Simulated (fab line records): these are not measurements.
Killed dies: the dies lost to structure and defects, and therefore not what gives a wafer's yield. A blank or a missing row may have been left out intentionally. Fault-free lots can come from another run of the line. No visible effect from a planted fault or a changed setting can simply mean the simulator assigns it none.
fab line records	flow rit-cmos
record: lots: 6	wafers: 18	last-day: 8
route steps=202 shown NSD@138 PSD@142 SDANNEAL@153 M1@202
lots that met no fault: from a run of the same line without faults
start-h: hours from the record's opening day to when the first of the lot's shown wafers began	wait-h: hours elapsed since this lot's preceding step	" as in the row above	L1.1+2: one row covering several wafers at once	- either no value or no given start	* or withheld: withheld	< > ~ a bound
route shown NAME@n: NAME is a module with steps in the file, n the number in the route of the first one	usual: mean/standard deviation of fault-free wafers	same: alike in all rows	chamber/n: place in a boat	sites: each site's reading	_std_site: their standard deviation	_edge_site: mean of outer sites minus mean of inner sites	radius-mm: how far each site lies from the wafer's centre	mask NAME#n: copy n	behind: the tool/chamber that last shaped the wafer	hold: cause of the lot's hold/its duration in hours/its outcome	device: transistor that didn't switch, given as n, p or np	end of line: tests of these same wafers at the route's end	a step given without rows: its recipe and nothing more	killed: at the first sort, the dies lost to defects and structure; wafer yield is something else	map: per-die view of a wafer (x killed, . not killed, _ where there is no die)
set.NAME: the setting the step ran with; set.NAME@STEP: the setting that earlier step ran with	model.NAME: the simulator's own value behind a step, which no gauge read
lots at some steps of the route; a table a step, a row a wafer
services: a tool's chamber out of use, with start hour (start-h, from the record's first day; less than 0 if before it), hours out, and reason
== steps ==
step: RIT_NSD_HARDBAKE_07
recipe: resist: NOVOLAK	temp-c: 140	time-s: 60
step: RIT_NSD_IMPLANT_08
recipe: species: P	energy-kev: 25	dose-cm2: 1e+15	tilt-deg: 7
step: RIT_NSD_STRIP_09
recipe: chemistry: O2	time-s: 180	resist: NOVOLAK	platen-temp-c: withheld	power-w: 500	pressure-mtorr: 4000	o2-flow-sccm: 4000
usual: drypump-motor-current-A: 5.8/0.54
lot.wafer	tool	chamber	start-h	wait-h	drypump-motor-current-A	rf-hours-counter-h
L207.4	plasma-asher-01	1	99.81	0.1	6.4	-
L207.5	"	1	"	"	6.4	-
L207.6	"	0	"	"	5.1	-
L208.2	plasma-asher-02	1	102.75	0.1	6.2	44
L208.3	"	0	"	"	6.0	-
L208.4	"	1	"	"	6.1	-
L220.3	plasma-asher-04	0	160.48	0.1	5.1	-
L220.4	"	1	"	"	6.1	-
L220.5	"	1	"	"	6.1	-
L221.1	plasma-asher-04	0	170.43	0.1	5.1	56
L221.2	"	1	"	"	6.1	56
L221.3	"	1	"	"	6.2	-
L222.1	plasma-asher-02	1	175.22	0.1	6.1	5
L222.4	"	1	"	"	6.1	-
L222.6	"	1	"	"	6.1	-
L223.1	plasma-asher-04	0	187.02	0.1	5.1	57
L223.4	"	0	"	"	5.1	-
L223.6	"	0	"	"	5.1	-
step: RIT_NSD_TW_MEAS_10
usual: NSD_TW: 3126/24
lot.wafer	tool	chamber	start-h	wait-h	NSD_TW
L207.4	film-metro-03	-	99.96	0.1	3147
L207.5	"	-	"	"	3151
L207.6	"	-	"	"	3153
L208.2	film-metro-01	-	102.94	0.1	3077
L208.3	"	-	"	"	3119
L208.4	"	-	"	"	3082
L220.3	film-metro-02	-	160.61	0.1	3114
L220.4	"	-	"	"	3124
L220.5	"	-	"	"	3125
L221.1	film-metro-03	-	170.60	0.1	3134
L221.2	"	-	"	"	3123
L221.3	"	-	"	"	3130
L222.1	film-metro-01	-	175.39	0.1	3115
L222.4	"	-	"	"	3113
L222.6	"	-	"	"	3115
L223.1	film-metro-01	-	187.19	0.1	3106
L223.4	"	-	"	"	3088
L223.6	"	-	"	"	3107
step: RIT_PSD_HMDS_00
recipe: prime-time-s: 60	prime-temp-c: 140
step: RIT_PSD_COAT_01
recipe: resist: NOVOLAK	spin-rpm: 3250	resist-thk-nm: 1000
step: RIT_PSD_SOFTBAKE_02
recipe: resist: NOVOLAK	temp-c: 90	time-s: 60
step: RIT_PSD_EXPOSE_03
recipe: mask-id: M10	na: 0.57	target-cd-nm: 40900	dose-mj: 250
step: RIT_PSD_PEB_04
recipe: resist: NOVOLAK	temp-c: withheld	time-s: withheld
step: RIT_PSD_DEVELOP_05
recipe: resist: NOVOLAK	develop-time-s: 50	dev-temp-c: 23
step: RIT_PSD_OVL_MEAS_06
usual: PSD_OVL: -0.2/1.4
lot.wafer	tool	chamber	start-h	wait-h	PSD_OVL[nm]
L207.4	overlay-01	-	100.98	-	1.4
L207.5	"	-	"	"	1.5
L207.6	"	-	"	"	-0.6
L208.2	overlay-02	-	103.84	-	-1.1
L208.3	"	-	"	"	1.0
L208.4	"	-	"	"	-1.3
L220.3	overlay-02	-	161.75	-	-1.9
L220.4	"	-	"	"	-1.8
L220.5	"	-	"	"	-0.4
L221.1	overlay-02	-	171.64	-	0.0
L221.2	"	-	"	"	-0.8
L221.3	"	-	"	"	-1.7
L222.1	overlay-02	-	176.43	-	-1.3
L222.4	"	-	"	"	-0.2
L222.6	"	-	"	"	0.5
L223.1	overlay-02	-	188.40	-	2.4
L223.4	"	-	"	"	1.2
L223.6	"	-	"	"	0.2
step: RIT_PSD_HARDBAKE_07
recipe: resist: NOVOLAK	temp-c: 140	time-s: 60
step: RIT_PSD_IMPLANT_08
recipe: species: BF2	energy-kev: 27	dose-cm2: 5e+15	tilt-deg: 7
usual: beam-energy-keV: 27.001/0.0089	beam-on-s: 12.2/1.3	end-station-pressure-torr: 1.5e-05/1.4e-06
lot.wafer	tool	chamber	start-h	wait-h	beam-energy-keV	beam-on-s	end-station-pressure-torr
L207.4	implanter-02	0	101.22	0.1	27.006	11.0	1.6e-05
L207.5	"	0	"	"	27.000	10.8	1.56e-05
L207.6	"	0	"	"	26.975	11.0	1.64e-05
L208.2	implanter-02	0	104.05	0.1	27.001	10.9	1.42e-05
L208.3	"	0	"	"	26.998	11.2	1.65e-05
L208.4	"	0	"	"	27.011	11.0	1.76e-05
L220.3	implanter-02	0	161.97	0.1	27.010	15.4	0.0001095
L220.4	"	0	"	"	27.004	16.0	0.0001121
L220.5	"	0	"	"	27.013	15.0	9.87e-05
L221.1	implanter-02	0	171.87	0.1	26.999	16.0	0.0001022
L221.2	"	0	"	"	26.988	15.0	0.0001032
L221.3	"	0	"	"	26.991	15.7	0.000105
L222.1	implanter-01	0	176.61	0.1	27.008	12.1	1.54e-05
L222.4	"	0	"	"	27.001	12.4	1.47e-05
L222.6	"	0	"	"	27.015	12.6	1.36e-05
L223.1	implanter-01	0	188.59	0.1	26.992	12.4	1.48e-05
L223.4	"	0	"	"	26.998	12.5	1.52e-05
L223.6	"	0	"	"	26.979	12.8	1.48e-05
step: RIT_PSD_STRIP_09
recipe: chemistry: O2	time-s: 180	resist: NOVOLAK	platen-temp-c: withheld	power-w: 500	pressure-mtorr: 4000	o2-flow-sccm: 4000
usual: drypump-motor-current-A: 5.8/0.42
lot.wafer	tool	chamber	start-h	wait-h	drypump-motor-current-A	rf-hours-counter-h
L207.4	plasma-asher-03	1	101.36	0.1	5.4	-
L207.5	"	1	"	"	5.4	-
L207.6	"	0	"	"	6.1	-
L208.2	plasma-asher-04	0	104.17	0.1	5.1	48
L208.3	"	1	"	"	6.2	-
L208.4	"	0	"	"	5.1	-
L220.3	plasma-asher-04	1	162.13	0.1	6.2	-
L220.4	"	0	"	"	5.1	-
L220.5	"	1	"	"	6.1	-
L221.1	plasma-asher-02	0	172.02	0.1	6.1	5
L221.2	"	1	"	"	6.1	5
L221.3	"	0	"	"	6.0	-
L222.1	plasma-asher-04	0	176.76	0.1	5.1	56
L222.4	"	1	"	"	6.2	-
L222.6	"	1	"	"	6.2	-
L223.1	plasma-asher-02	0	188.74	0.1	6.1	7
L223.4	"	1	"	"	6.1	-
L223.6	"	0	"	"	6.1	-
step: RIT_PSD_TW_MEAS_10
usual: PSD_TW: 3441/24
lot.wafer	tool	chamber	start-h	wait-h	PSD_TW
L207.4	film-metro-03	-	101.50	0.1	3467
L207.5	"	-	"	"	3445
L207.6	"	-	"	"	3458
L208.2	film-metro-03	-	104.36	0.1	3473
L208.3	"	-	"	"	3466
L208.4	"	-	"	"	3474
L220.3	film-metro-02	-	162.27	0.1	3532
L220.4	"	-	"	"	3519
L220.5	"	-	"	"	3532
L221.1	film-metro-01	-	172.20	0.1	3488
L221.2	"	-	"	"	3498
L221.3	"	-	"	"	3474
L222.1	film-metro-03	-	176.94	0.1	3446
L222.4	"	-	"	"	3439
L222.6	"	-	"	"	3433
L223.1	film-metro-03	-	188.91	0.1	3438
L223.4	"	-	"	"	3447
L223.6	"	-	"	"	3442
step: RIT_SDANNEAL_CLEAN_00
recipe: chemistry: SC1	mix: 3:3:50	time-s: 600	temp-c: 74.13
step: RIT_SDANNEAL_CLEAN_01
recipe: chemistry: dHF	dilution: 50:1	time-s: 30
step: RIT_SDANNEAL_CLEAN_02
recipe: chemistry: SC2	mix: 3:3:50	time-s: 600	temp-c: 75	dry: n2-spin
step: RIT_SDANNEAL_RTA_03
recipe: temp-c: 1050	time-s: 5	idle-temp-c: 600	ramp-up-c-per-s: 342	ramp-down-c-per-s: 171	cool-to-c: 600	ambient: N2
usual: ramp-up-c-per-s: 342.00/0.065	wafer_temp_C_max: 1053.4/1.3
lot.wafer	tool	chamber	start-h	wait-h	ramp-up-c-per-s	wafer_temp_C_max
L207.4	rtp-anneal-01	0	101.96	0.1	342.03	1053.8
L207.5	"	0	"	"	341.97	1053.4
L207.6	"	0	"	"	342.06	1053.4
L208.2	rtp-anneal-02	0	104.79	0.0	341.94	1053.1
L208.3	"	0	"	"	341.94	1054.0
L208.4	"	0	"	"	342.08	1052.5
L220.3	rtp-anneal-02	0	162.70	0.0	341.99	1051.6
L220.4	"	0	"	"	341.91	1053.1
L220.5	"	0	"	"	341.90	1054.0
L221.1	rtp-anneal-01	0	172.64	0.0	342.09	1053.7
L221.2	"	0	"	"	342.05	1054.7
L221.3	"	0	"	"	342.02	1052.4
L222.1	rtp-anneal-02	0	177.36	0.0	342.06	1054.9
L222.4	"	0	"	"	341.90	1053.6
L222.6	"	0	"	"	342.00	1054.9
L223.1	rtp-anneal-01	0	189.37	0.0	342.05	1054.3
L223.4	"	0	"	"	342.04	1052.9
L223.6	"	0	"	"	342.06	1052.3
step: RIT_SDANNEAL_RS_MEAS_04
recipe: thk-meas-gauge: four-point-probe
usual: PSD_RS: 115.9/0.31
lot.wafer	tool	chamber	start-h	wait-h	PSD_RS[ohm/sq]
L207.4	film-metro-02	-	102.08	0.1	116.3
L207.5	"	-	"	"	115.9
L207.6	"	-	"	"	116.4
L208.2	film-metro-02	-	104.85	0.1	115.4
L208.3	"	-	"	"	115.9
L208.4	"	-	"	"	115.6
L220.3	film-metro-01	-	162.77	0.1	112.6
L220.4	"	-	"	"	112.4
L220.5	"	-	"	"	112.5
L221.1	film-metro-01	-	172.70	0.0	112.5
L221.2	"	-	"	"	112.5
L221.3	"	-	"	"	112.7
L222.1	film-metro-01	-	177.42	0.0	115.9
L222.4	"	-	"	"	115.7
L222.6	"	-	"	"	116.6
L223.1	film-metro-02	-	189.43	0.0	115.4
L223.4	"	-	"	"	115.4
L223.6	"	-	"	"	115.3
step: RIT_SDANNEAL_RS_MEAS_05
recipe: thk-meas-gauge: four-point-probe
usual: NSD_RS: 84.61/0.26
lot.wafer	tool	chamber	start-h	wait-h	NSD_RS[ohm/sq]
L207.4	film-metro-02	-	102.20	0.1	84.64
L207.5	"	-	"	"	84.85
L207.6	"	-	"	"	84.69
L208.2	film-metro-02	-	104.97	0.1	84.71
L208.3	"	-	"	"	84.55
L208.4	"	-	"	"	84.49
L220.3	film-metro-01	-	162.89	0.1	84.81
L220.4	"	-	"	"	84.75
L220.5	"	-	"	"	84.94
L221.1	film-metro-01	-	172.82	0.1	85.06
L221.2	"	-	"	"	85.01
L221.3	"	-	"	"	84.72
L222.1	film-metro-01	-	177.54	0.1	84.89
L222.4	"	-	"	"	84.57
L222.6	"	-	"	"	84.79
L223.1	film-metro-02	-	189.55	0.1	84.62
L223.4	"	-	"	"	84.79
L223.6	"	-	"	"	84.76
step: RIT_M1_PROBE_99
usual: killed-at-front-end: 7/3.1	killed-dies: 7/3.1	killed-open: 3.6/2.2	killed-short: 3.4/2.1
same: gross-dies: 264	killed_at_M0_to_M3: 0	killed_at_M4_up: 0	killed-at-back-side: 0	killed-at-contacts: 0	killed-at-other: 0
lot.wafer	tool	chamber	start-h	wait-h	killed-at-front-end	killed-dies	killed-open	killed-short
L207.4	prober-02	-	109.64	0.2	4	4	0	4
L207.5	prober-02	-	109.69	0.2	9	9	7	2
L207.6	prober-02	-	109.74	0.2	9	9	5	4
L208.2	prober-01	-	112.56	0.1	7	7	3	4
L208.3	prober-01	-	112.61	0.2	14	14	7	7
L208.4	prober-01	-	112.66	0.2	10	10	5	5
L222.1	prober-02	-	185.02	0.1	3	3	2	1
L222.4	prober-02	-	185.17	0.2	7	7	1	6
L222.6	prober-02	-	185.27	0.2	4	4	4	0
L223.1	prober-01	-	197.28	0.1	7	7	6	1
L223.4	prober-01	-	197.43	0.2	9	9	4	5
L223.6	prober-01	-	197.53	0.2	8	8	3	5
killed by level:class
L207.4 SILICIDE:geometric-particle:short=2 GATE:geometric-particle:short=1 REOX:geometric-particle:short=1
L207.5 REOX:geometric-particle:open=3 FOX2:geometric-particle:open=2 FOX2:geometric-particle:short=1 GATE:geometric-particle:open=1 REOX:geometric-particle:short=1 SILICIDE:geometric-particle:open=1
L207.6 REOX:geometric-particle:short=3 REOX:geometric-particle:open=3 GATE:geometric-particle:open=2 SILICIDE:geometric-particle:short=1
L208.2 GATE:geometric-particle:short=2 ACTIVE:geometric-particle:short=1 FOX1:geometric-particle:open=1 GATE:geometric-particle:open=1 REOX:geometric-particle:open=1 SILICIDE:geometric-particle:short=1
L208.3 GATE:geometric-particle:open=4 GATE:geometric-particle:short=3 FOX1:geometric-particle:short=2 FOX1:geometric-particle:open=1 FOX2:geometric-particle:short=1 REOX:geometric-particle:short=1 SPACER:geometric-particle:open=1 SILICIDE:geometric-particle:open=1
L208.4 GATE:geometric-particle:short=3 GATE:geometric-particle:open=2 FOX1:geometric-particle:open=1 REOX:geometric-particle:short=1 SPACER:geometric-particle:open=1 SILICIDE:geometric-particle:open=1 SILICIDE:geometric-particle:short=1
L222.1 FOX2:geometric-particle:open=1 FOX2:geometric-particle:short=1 SPACER:geometric-particle:open=1
L222.4 SILICIDE:geometric-particle:short=3 FOX2:geometric-particle:short=1 GATE:geometric-particle:open=1 GATE:geometric-particle:short=1 REOX:geometric-particle:short=1
L222.6 REOX:geometric-particle:open=3 FOX2:geometric-particle:open=1
L223.1 GATE:geometric-particle:open=4 REOX:geometric-particle:open=1 SPACER:geometric-particle:open=1 SPACER:geometric-particle:short=1
L223.4 FOX1:geometric-particle:open=3 FOX1:geometric-particle:short=2 REOX:geometric-particle:short=2 GATE:geometric-particle:short=1 GATE:geometric-particle:open=1
L223.6 FOX1:geometric-particle:open=2 GATE:geometric-particle:short=2 REOX:geometric-particle:short=2 GATE:geometric-particle:open=1 SPACER:geometric-particle:short=1
== services ==
tool	chamber	start-h	hours	kind
plasma-asher-01	-	100.24	14.6	pm
plasma-asher-03	-	103.58	2.8	pm
plasma-asher-02	-	108.75	9.0	pm
plasma-asher-02	0	108.75	9.0	vent-cycle
plasma-asher-02	1	108.75	9.0	vent-cycle
plasma-asher-02	0	117.75	-	clean
plasma-asher-02	1	117.75	-	clean
implanter-02	-	143.38	1.5	repair
implanter-02	-	164.33	2.8	repair
implanter-01	-	175.36	1.1	repair
implanter-02	-	175.70	21.3	repair
== key ==
first-sign: step: RIT_PSD_IMPLANT_08	reading: end-station-pressure-torr	direction: up	sigmas: 65	usual: 1.5e-05	struck: 0.0001051
effect: step: RIT_PSD_IMPLANT_08	reading: beam-on-s	direction: up	sigmas: 2.6	usual: 12.2	struck: 15.5
effect: step: RIT_PSD_TW_MEAS_10	reading: PSD_TW	direction: up	sigmas: 2.8	usual: 3441	struck: 3507
effect: step: RIT_SDANNEAL_RS_MEAS_04	reading: PSD_RS	direction: down	sigmas: 11	usual: 115.9	struck: 112.5
met-at RIT_PSD_IMPLANT_08
struck-wafers L220.3,L220.4,L220.5,L221.1,L221.2,L221.3
tester-left-out L220,L221
onset-between 104.05 161.97
fault: kind: process-parameter-drift	tool: implanter-02	chamber: -	onset-h: 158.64	steps: RIT_PSD_IMPLANT_08	channel: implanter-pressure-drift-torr	offset: 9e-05	shape: step	end-h: 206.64
fault: kind: process-parameter-drift	tool: implanter-02	chamber: -	onset-h: 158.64	steps: RIT_PSD_IMPLANT_08	channel: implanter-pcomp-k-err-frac	offset: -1	shape: step	end-h: 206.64
tester-left-out: of these lots the tester's yield and bins aren't shown, on N5 and GAA mostly nor the transistor test; their killed dies are dies lost to structure and defects alone, not to doping, threshold or leakage, so they don't give the yield
